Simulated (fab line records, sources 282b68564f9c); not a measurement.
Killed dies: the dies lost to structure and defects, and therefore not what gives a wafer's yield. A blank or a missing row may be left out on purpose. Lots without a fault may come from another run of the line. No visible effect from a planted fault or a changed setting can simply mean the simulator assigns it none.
fab line records + flow ritCmos
record:
- lots: 6
- wafers: 18
- lastDay: 7
route steps=202 shown GATE@92 REOX@98 NLDD@103 M1@202
lots with no fault: from the same line, run without faults
startH: start of the lot's first displayed wafer, in hours after the record's first day + waitH: how many hours have passed since the lot's step before this one + " identical to the entry in the row above + L1.1+2: a single row standing in for several wafers + - either no value or no given start + * or withheld: withheld + < > ~ a bound
route shown NAME@n: NAME is a module with steps in the file, n the number in the route of the first one + usual: mean and standard deviation over wafers with no fault + same: alike in all rows + chamber/n: place in a boat + sites: readings site by site + _std_site: their standard deviation + _edge_site: mean of outer sites minus mean of inner sites + radiusMm: how far each site lies from the wafer's centre + mask NAME#n: copy n + behind: the most recent tool/chamber to have shaped the wafer + hold: cause of the lot's hold/its duration in hours/its outcome + device: names the non-switching transistor (n, p or np) + end of line: tests run on the same wafers once the route is complete + a step without rows: its recipe alone + killed: the dies lost at the first sort to structure and to defects; this is not the yield of the wafer + map: a wafer's dies, x killed, . not, _ none there
set.NAME: setting as actually run; set.NAME@STEP: the setting as run at that earlier step + model.NAME: the simulator's own value behind a step, which no gauge read
a table for each step, a row for each wafer; lots at some steps of the route
services: when a tool's chamber went out of use (startH, in hours from the record's first day, below 0 if earlier), for how many hours, and the reason
== steps ==
step: RIT_GATE_CD_MEAS_16
recipe:
- targetCdNm: 150
usual:
- cdNm: 148.2/2
| lot.wafer | tool     | chamber | startH | waitH | cdNm  |
|-----------|----------|---------|--------|-------|-------|
| L882.1    | cdSem-02 | -       | 80.02  | -     | 146.5 |
| L882.3    | "        | -       | "      | "     | 148.2 |
| L882.6    | "        | -       | "      | "     | 147.2 |
| L885.1    | cdSem-01 | -       | 98.22  | -     | 142.8 |
| L885.3    | "        | -       | "      | "     | 144.6 |
| L885.4    | "        | -       | "      | "     | 142.7 |
| L891.1    | cdSem-02 | -       | 127.92 | -     | 146.8 |
| L891.2    | "        | -       | "      | "     | 146.1 |
| L891.4    | "        | -       | "      | "     | 148.1 |
| L892.1    | cdSem-01 | -       | 130.70 | -     | 147.0 |
| L892.4    | "        | -       | "      | "     | 146.0 |
| L892.6    | "        | -       | "      | "     | 148.0 |
| L893.1    | cdSem-02 | -       | 133.23 | -     | 146.9 |
| L893.2    | "        | -       | "      | "     | 149.2 |
| L893.5    | "        | -       | "      | "     | 148.8 |
| L896.2    | cdSem-01 | -       | 149.66 | -     | 146.9 |
| L896.5    | "        | -       | "      | "     | 148.0 |
| L896.6    | "        | -       | "      | "     | 147.8 |
step: RIT_GATE_OVL_MEAS_17
usual:
- GATE_OVL: -0.7/1.6
| lot.wafer | tool       | chamber | startH | waitH | GATE_OVL[nm] |
|-----------|------------|---------|--------|-------|--------------|
| L882.1    | overlay-02 | -       | 80.14  | 0.1   | 0.8          |
| L882.3    | "          | -       | "      | "     | -1.3         |
| L882.6    | "          | -       | "      | "     | -2.3         |
| L885.1    | overlay-01 | -       | 98.34  | 0.1   | -5.7         |
| L885.3    | "          | -       | "      | "     | -2.7         |
| L885.4    | "          | -       | "      | "     | -2.5         |
| L891.1    | overlay-02 | -       | 128.04 | 0.1   | -3.3         |
| L891.2    | "          | -       | "      | "     | -2.1         |
| L891.4    | "          | -       | "      | "     | -3.5         |
| L892.1    | overlay-01 | -       | 130.82 | 0.1   | -3.6         |
| L892.4    | "          | -       | "      | "     | -2.1         |
| L892.6    | "          | -       | "      | "     | -1.4         |
| L893.1    | overlay-01 | -       | 133.35 | 0.1   | 2.7          |
| L893.2    | "          | -       | "      | "     | 1.2          |
| L893.5    | "          | -       | "      | "     | 1.1          |
| L896.2    | overlay-02 | -       | 149.76 | 0.1   | -0.9         |
| L896.5    | "          | -       | "      | "     | -1.9         |
| L896.6    | "          | -       | "      | "     | 0.6          |
step: RIT_GATE_HARDBAKE_18
recipe:
- resist: NOVOLAK
- tempC: 140
- timeS: 60
step: RIT_GATE_ETCH_19
recipe:
- chemistry: SF6/CHF3/O2
- timeS: 165
- SF6_flow_sccm: 30
- CHF3_flow_sccm: 30
- O2_flow_sccm: 5
- target: poly-Si
- pressureMtorr: 40
- rfW: 160
- targetDepthA: 3125
- overEtchFrac: 0.25
- stopOn: SiO2
usual:
- drypumpMotorCurrentA: 5.7/0.46
- oesProductAu: 0.840/0.013
- throttleValvePct: 10.21/0.16
| lot.wafer | tool     | chamber | startH | waitH | drypumpMotorCurrentA | oesProductAu | rfHoursCounterH | throttleValvePct |
|-----------|----------|---------|--------|-------|----------------------|--------------|-----------------|------------------|
| L882.1    | rieSi-01 | 3       | 80.33  | 0.1   | 5.0                  | 0.821        | 46              | 10.18            |
| L882.3    | "        | 0       | "      | "     | 5.7                  | 0.835        | 76              | 10.01            |
| L882.6    | "        | 0       | "      | "     | 5.7                  | 0.860        | -               | 10.02            |
| L885.1    | rieSi-02 | 2       | 98.60  | 0.1   | 5.6                  | 0.817        | 34              | 10.27            |
| L885.3    | "        | 3       | "      | "     | 5.4                  | 0.836        | 49              | 10.19            |
| L885.4    | "        | 0       | "      | "     | 6.7                  | 0.845        | 4               | 10.45            |
| L891.1    | rieSi-02 | 0       | 128.23 | 0.1   | 6.7                  | 0.845        | 4               | 10.45            |
| L891.2    | "        | 3       | "      | "     | 5.4                  | 0.831        | 49              | 10.17            |
| L891.4    | "        | 1       | "      | "     | 5.9                  | 0.829        | 1               | 10.35            |
| L892.1    | rieSi-01 | 3       | 131.01 | 0.1   | 5.0                  | 0.834        | 47              | 10.19            |
| L892.4    | "        | 0       | "      | "     | 5.7                  | 0.863        | 76              | 10.03            |
| L892.6    | "        | 1       | "      | "     | 5.7                  | 0.832        | -               | 10.00            |
| L893.1    | rieSi-02 | 0       | 133.53 | 0.1   | 6.7                  | 0.847        | 4               | 10.45            |
| L893.2    | "        | 2       | "      | "     | 5.6                  | 0.815        | 35              | 10.26            |
| L893.5    | "        | 1       | "      | "     | 5.9                  | 0.840        | -               | 10.36            |
| L896.2    | rieSi-01 | 3       | 149.94 | 0.1   | 5.0                  | 0.827        | 47              | 10.17            |
| L896.5    | "        | 2       | "      | "     | 5.4                  | 0.851        | -               | 10.32            |
| L896.6    | "        | 1       | "      | "     | 5.7                  | 0.836        | -               | 9.99             |
step: RIT_GATE_STRIP_20
recipe:
- chemistry: O2
- timeS: 180
- resist: NOVOLAK
- platenTempC: withheld
- powerW: 500
- pressureMtorr: 4000
- o2FlowSccm: 4000
usual:
- drypumpMotorCurrentA: 5.7/0.44
| lot.wafer | tool           | chamber | startH | waitH | drypumpMotorCurrentA | rfHoursCounterH |
|-----------|----------------|---------|--------|-------|----------------------|-----------------|
| L882.1    | plasmaAsher-01 | 0       | 80.44  | 0.1   | 5.4                  | 44              |
| L882.3    | "              | 0       | "      | "     | 5.4                  | -               |
| L882.6    | "              | 0       | "      | "     | 5.4                  | -               |
| L885.1    | plasmaAsher-02 | 0       | 98.71  | 0.1   | 6.4                  | 44              |
| L885.3    | "              | 1       | "      | "     | 5.5                  | -               |
| L885.4    | "              | 0       | "      | "     | 6.4                  | -               |
| L891.1    | plasmaAsher-02 | 0       | 128.33 | 0.1   | 6.4                  | 48              |
| L891.2    | "              | 1       | "      | "     | 5.4                  | 48              |
| L891.4    | "              | 0       | "      | "     | 6.4                  | -               |
| L892.1    | plasmaAsher-02 | 1       | 131.12 | 0.1   | 5.5                  | 48              |
| L892.4    | "              | 0       | "      | "     | 6.4                  | -               |
| L892.6    | "              | 0       | "      | "     | 6.4                  | -               |
| L893.1    | plasmaAsher-01 | 1       | 133.64 | 0.1   | 5.4                  | 2               |
| L893.2    | "              | 0       | "      | "     | 5.4                  | 2               |
| L893.5    | "              | 1       | "      | "     | 5.4                  | -               |
| L896.2    | plasmaAsher-01 | 0       | 150.05 | 0.1   | 5.4                  | 4               |
| L896.5    | "              | 0       | "      | "     | 5.4                  | -               |
| L896.6    | "              | 1       | "      | "     | 5.5                  | -               |
step: RIT_GATE_CD_MEAS_90
recipe:
- targetCdNm: 150
usual:
- cdNm: 148.2/2
| lot.wafer | tool     | chamber | startH | waitH | cdNm  |
|-----------|----------|---------|--------|-------|-------|
| L882.1    | cdSem-01 | -       | 80.61  | 0.1   | 146.8 |
| L882.3    | "        | -       | "      | "     | 148.0 |
| L882.6    | "        | -       | "      | "     | 146.9 |
| L885.1    | cdSem-02 | -       | 98.89  | 0.1   | 143.0 |
| L885.3    | "        | -       | "      | "     | 144.3 |
| L885.4    | "        | -       | "      | "     | 143.0 |
| L891.1    | cdSem-01 | -       | 128.51 | 0.1   | 146.7 |
| L891.2    | "        | -       | "      | "     | 146.3 |
| L891.4    | "        | -       | "      | "     | 148.3 |
| L892.1    | cdSem-02 | -       | 131.29 | 0.1   | 146.9 |
| L892.4    | "        | -       | "      | "     | 146.0 |
| L892.6    | "        | -       | "      | "     | 147.5 |
| L893.1    | cdSem-02 | -       | 133.82 | 0.1   | 147.1 |
| L893.2    | "        | -       | "      | "     | 149.2 |
| L893.5    | "        | -       | "      | "     | 148.7 |
| L896.2    | cdSem-02 | -       | 150.25 | 0.1   | 146.8 |
| L896.5    | "        | -       | "      | "     | 147.9 |
| L896.6    | "        | -       | "      | "     | 148.0 |
step: RIT_REOX_CLEAN_00
recipe:
- chemistry: SC1
- mix: 3:3:50
- timeS: 600
- tempC: 75
step: RIT_REOX_CLEAN_01
recipe:
- chemistry: dHF
- dilution: 50:1
- timeS: 30
step: RIT_REOX_CLEAN_02
recipe:
- chemistry: SC2
- mix: 3:3:50
- timeS: 600
- tempC: 75
- dry: n2Spin
step: RIT_REOX_OXIDATION_03
recipe:
- tempC: 904.9
- ambient: O2
- targetThkA: 252
- oxTimeS: 5580
step: RIT_REOX_THK_MEAS_04
recipe:
- reads: SiO2_of_REOX_OXIDATION_03
usual:
- REOX_OXIDE_THK: 26.3/0.47
| lot.wafer | tool         | chamber | startH | waitH | REOX_OXIDE_THK[nm] |
|-----------|--------------|---------|--------|-------|--------------------|
| L882.1    | filmMetro-04 | -       | 84.48  | 0.0   | 27.2               |
| L882.3    | "            | -       | "      | "     | 26.8               |
| L882.6    | "            | -       | "      | "     | 26.7               |
| L885.1    | filmMetro-02 | -       | 103.48 | 0.0   | 27.2               |
| L885.3    | "            | -       | "      | "     | 27.0               |
| L885.4    | "            | -       | "      | "     | 26.8               |
| L891.1    | filmMetro-02 | -       | 131.56 | 0.0   | 25.7               |
| L891.2    | "            | -       | "      | "     | 26.2               |
| L891.4    | "            | -       | "      | "     | 25.9               |
| L892.1    | filmMetro-02 | -       | 135.19 | 0.0   | 26.5               |
| L892.4    | "            | -       | "      | "     | 26.1               |
| L892.6    | "            | -       | "      | "     | 26.5               |
| L893.1    | filmMetro-03 | -       | 137.71 | 0.0   | 26.6               |
| L893.2    | "            | -       | "      | "     | 26.6               |
| L893.5    | "            | -       | "      | "     | 26.4               |
| L896.2    | filmMetro-03 | -       | 153.27 | 0.0   | 25.9               |
| L896.5    | "            | -       | "      | "     | 26.2               |
| L896.6    | "            | -       | "      | "     | 26.3               |
step: RIT_NLDD_HMDS_00
recipe:
- primeTimeS: 60
- primeTempC: 140
step: RIT_NLDD_COAT_01
recipe:
- resist: NOVOLAK
- spinRpm: 3250
- resistThkNm: 1000
usual:
- dispensePressureKPa: 53.9/1.2
| lot.wafer | tool          | chamber | startH | waitH | dispensePressureKPa | model.NOVOLAK_of_NLDD_COAT_01.thkNm |
|-----------|---------------|---------|--------|-------|---------------------|-------------------------------------|
| L882.1    | lithoTrack-04 | 0       | 84.69  | 0.1   | 53.5                | 1000                                |
| L882.3    | "             | 0       | "      | "     | 53.5                | 1002                                |
| L882.6    | "             | 0       | "      | "     | 53.5                | 1002                                |
| L885.1    | lithoTrack-02 | 0       | 103.69 | 0.1   | 52.7                | 995.1                               |
| L885.3    | "             | 0       | "      | "     | 52.7                | 996.8                               |
| L885.4    | "             | 0       | "      | "     | 52.7                | 997.6                               |
| L891.1    | lithoTrack-04 | 0       | 131.77 | 0.1   | 53.5                | 997.4                               |
| L891.2    | "             | 0       | "      | "     | 53.5                | 1000                                |
| L891.4    | "             | 0       | "      | "     | 53.5                | 999.7                               |
| L892.1    | lithoTrack-02 | 0       | 135.40 | 0.1   | 52.7                | 1084                                |
| L892.4    | "             | 0       | "      | "     | 52.7                | 1085                                |
| L892.6    | "             | 0       | "      | "     | 52.7                | 1085                                |
| L893.1    | lithoTrack-02 | 0       | 137.92 | 0.1   | 52.7                | 1085                                |
| L893.2    | "             | 0       | "      | "     | 52.7                | 1087                                |
| L893.5    | "             | 0       | "      | "     | 52.8                | 1087                                |
| L896.2    | lithoTrack-04 | 0       | 153.50 | 0.1   | 53.5                | 992.6                               |
| L896.5    | "             | 0       | "      | "     | 53.5                | 994.8                               |
| L896.6    | "             | 0       | "      | "     | 53.5                | 993.1                               |
step: RIT_NLDD_SOFTBAKE_02
recipe:
- resist: NOVOLAK
- tempC: 90
- timeS: 60
step: RIT_NLDD_EXPOSE_03
recipe:
- maskId: M7
- na: 0.57
- targetCdNm: 40700
- doseMj: 250
step: RIT_NLDD_PEB_04
recipe:
- resist: NOVOLAK
- tempC: withheld
- timeS: withheld
step: RIT_NLDD_DEVELOP_05
recipe:
- resist: NOVOLAK
- developTimeS: 50
- devTempC: 23
step: RIT_NLDD_OVL_MEAS_06
usual:
- NLDD_OVL: 0.2/1.5
| lot.wafer | tool       | chamber | startH | waitH | NLDD_OVL[nm] |
|-----------|------------|---------|--------|-------|--------------|
| L882.1    | overlay-02 | -       | 85.46  | -     | 0.7          |
| L882.3    | "          | -       | "      | "     | 2.7          |
| L882.6    | "          | -       | "      | "     | 1.4          |
| L885.1    | overlay-01 | -       | 104.52 | -     | -0.5         |
| L885.3    | "          | -       | "      | "     | -1.1         |
| L885.4    | "          | -       | "      | "     | -0.3         |
| L891.1    | overlay-02 | -       | 132.62 | -     | 1.9          |
| L891.2    | "          | -       | "      | "     | 1.3          |
| L891.4    | "          | -       | "      | "     | 3.0          |
| L892.1    | overlay-01 | -       | 136.10 | -     | -1.0         |
| L892.4    | "          | -       | "      | "     | -0.8         |
| L892.6    | "          | -       | "      | "     | -0.8         |
| L893.1    | overlay-01 | -       | 138.62 | -     | -0.5         |
| L893.2    | "          | -       | "      | "     | -1.3         |
| L893.5    | "          | -       | "      | "     | 0.8          |
| L896.2    | overlay-02 | -       | 154.31 | -     | -0.9         |
| L896.5    | "          | -       | "      | "     | -0.6         |
| L896.6    | "          | -       | "      | "     | -1.2         |
step: RIT_NLDD_HARDBAKE_07
recipe:
- resist: NOVOLAK
- tempC: 140
- timeS: 60
| lot.wafer | tool          | chamber | startH | waitH | model.NOVOLAK_of_NLDD_COAT_01.thkNm |
|-----------|---------------|---------|--------|-------|-------------------------------------|
| L882.1    | lithoTrack-04 | 0       | 85.50  | 0.0   | 883.9                               |
| L882.3    | "             | 0       | "      | "     | 885.3                               |
| L882.6    | "             | 0       | "      | "     | 885.1                               |
| L885.1    | lithoTrack-04 | 0       | 104.57 | 0.0   | 879.5                               |
| L885.3    | "             | 0       | "      | "     | 880.9                               |
| L885.4    | "             | 0       | "      | "     | 881.7                               |
| L891.1    | lithoTrack-01 | 0       | 132.65 | 0.0   | 881.5                               |
| L891.2    | "             | 0       | "      | "     | 883.9                               |
| L891.4    | "             | 0       | "      | "     | 883.5                               |
| L892.1    | lithoTrack-01 | 0       | 136.14 | 0.0   | 957.7                               |
| L892.4    | "             | 0       | "      | "     | 958.1                               |
| L892.6    | "             | 0       | "      | "     | 958.4                               |
| L893.1    | lithoTrack-02 | 0       | 138.66 | 0.0   | 958.3                               |
| L893.2+5  | "             | 0       | "      | "     | 960.2                               |
| L896.2    | lithoTrack-04 | 0       | 154.36 | 0.0   | 877.3                               |
| L896.5    | "             | 0       | "      | "     | 879.3                               |
| L896.6    | "             | 0       | "      | "     | 877.7                               |
step: RIT_NLDD_IMPLANT_08
recipe:
- species: P
- energyKev: 20
- doseCm2: 5.054e+14
- tiltDeg: 7
step: RIT_M1_PROBE_99
usual:
- killed_at_M0_to_M3: 0.0/0.14
- killedAtContacts: 0.1/0.34
- killedAtFrontEnd: 6.6/2.7
- killedDies: 6.7/2.7
- killedOpen: 3.5/1.9
- killedShort: 3.1/1.8
same:
- grossDies: 264
- killed_at_M4_up: 0
- killedAtBackSide: 0
- killedAtOther: 0
| lot.wafer | tool      | chamber | startH | waitH | killed_at_M0_to_M3 | killedAtContacts | killedAtFrontEnd | killedDies | killedOpen | killedShort |
|-----------|-----------|---------|--------|-------|--------------------|------------------|------------------|------------|------------|-------------|
| L882.1    | prober-01 | -       | 101.52 | 0.1   | 0                  | 0                | 9                | 9          | 5          | 4           |
| L882.3    | prober-01 | -       | 101.62 | 0.2   | 0                  | 0                | 8                | 8          | 3          | 5           |
| L882.6    | prober-01 | -       | 101.77 | 0.2   | 0                  | 0                | 6                | 6          | 4          | 2           |
| L885.1    | prober-02 | -       | 119.96 | 0.1   | 0                  | 0                | 6                | 6          | 3          | 3           |
| L885.3    | prober-02 | -       | 120.06 | 0.2   | 0                  | 1                | 9                | 10         | 8          | 2           |
| L885.4    | prober-02 | -       | 120.11 | 0.2   | 0                  | 0                | 8                | 8          | 5          | 3           |
| L891.1    | prober-02 | -       | 147.87 | 0.1   | 0                  | 0                | 8                | 8          | 2          | 6           |
| L891.2    | prober-02 | -       | 147.92 | 0.1   | 0                  | 0                | 7                | 7          | 5          | 2           |
| L891.4    | prober-02 | -       | 148.02 | 0.2   | 0                  | 0                | 12               | 12         | 6          | 6           |
killed by level:class
L882.1 SPACER:geometricParticle:open=3 GATE:geometricParticle:short=2 FOX1:geometricParticle:open=1 FOX1:geometricParticle:short=1 REOX:geometricParticle:open=1 SPACER:geometricParticle:short=1
L882.3 GATE:geometricParticle:short=3 REOX:geometricParticle:open=2 FOX1:geometricParticle:short=1 GATE:geometricParticle:open=1 REOX:geometricParticle:short=1
L882.6 GATE:geometricParticle:open=2 FOX1:geometricParticle:short=1 FOX1:geometricParticle:open=1 GATE:geometricParticle:short=1 SILICIDE:geometricParticle:open=1
L885.1 REOX:geometricParticle:short=2 GATE:geometricParticle:short=1 GATE:geometricParticle:open=1 REOX:geometricParticle:open=1 SILICIDE:geometricParticle:open=1
L885.3 FOX1:geometricParticle:open=2 FOX1:geometricParticle:short=2 GATE:geometricParticle:open=2 ACTIVE:geometricParticle:open=1 REOX:geometricParticle:open=1 SILICIDE:geometricParticle:open=1 CONTACT:geometricParticle:open=1
L885.4 GATE:geometricParticle:open=2 SPACER:geometricParticle:short=2 SILICIDE:geometricParticle:open=2 GATE:geometricParticle:short=1 SPACER:geometricParticle:open=1
L891.1 GATE:geometricParticle:short=4 GATE:geometricParticle:open=2 REOX:geometricParticle:short=1 SILICIDE:geometricParticle:short=1
L891.2 GATE:geometricParticle:open=3 SPACER:geometricParticle:short=2 FOX2:geometricParticle:open=1 SILICIDE:geometricParticle:open=1
L891.4 FOX1:geometricParticle:short=3 FOX2:geometricParticle:open=3 GATE:geometricParticle:short=2 REOX:geometricParticle:open=2 FOX1:geometricParticle:open=1 FOX2:geometricParticle:short=1
== services ==
| tool           | chamber | startH | hours | kind      |
|----------------|---------|--------|-------|-----------|
| rieSi-01       | 0       | 65.01  | 3.8   | repair    |
| rieSi-01       | 3       | 91.23  | 8.8   | repair    |
| plasmaAsher-01 | -       | 105.73 | 1.2   | repair    |
| plasmaAsher-01 | -       | 108.75 | 9.0   | pm        |
| plasmaAsher-01 | 0       | 108.75 | 9.0   | ventCycle |
| plasmaAsher-01 | 1       | 108.75 | 9.0   | ventCycle |
| plasmaAsher-01 | 0       | 117.75 | -     | clean     |
| plasmaAsher-01 | 1       | 117.75 | -     | clean     |
| rieSi-02       | 3       | 149.43 | 3.9   | repair    |
== key ==
firstSign none at tools or gauges
modelEffect:
- step: RIT_NLDD_COAT_01
- value: NOVOLAK_of_NLDD_COAT_01.thkNm
- without: 1001
- struck: 1086
modelEffect:
- step: RIT_NLDD_HARDBAKE_07
- value: NOVOLAK_of_NLDD_COAT_01.thkNm
- without: 884.6
- struck: 958.8
metAt RIT_NLDD_COAT_01
struckWafers L892.1,L892.4,L892.6,L893.1,L893.2,L893.5
testerLeftOut L892,L893
onsetBetween 103.69 135.40
fault:
- kind: processParameterDrift
- tool: lithoTrack-02
- chamber: -
- onsetH: 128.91
- steps: RIT_NLDD_COAT_01
- channel: resistThkNm
- offset: 84.767
- shape: step
- endH: 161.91
- actsIn: theseRecipesOnly
- stated: 1000
testerLeftOut: of these lots the tester's yield and bins aren't shown, on N5 and GAA mostly nor the transistor test; their killed dies are dies lost to structure and defects alone, not to doping, threshold or leakage, so they don't give the yield
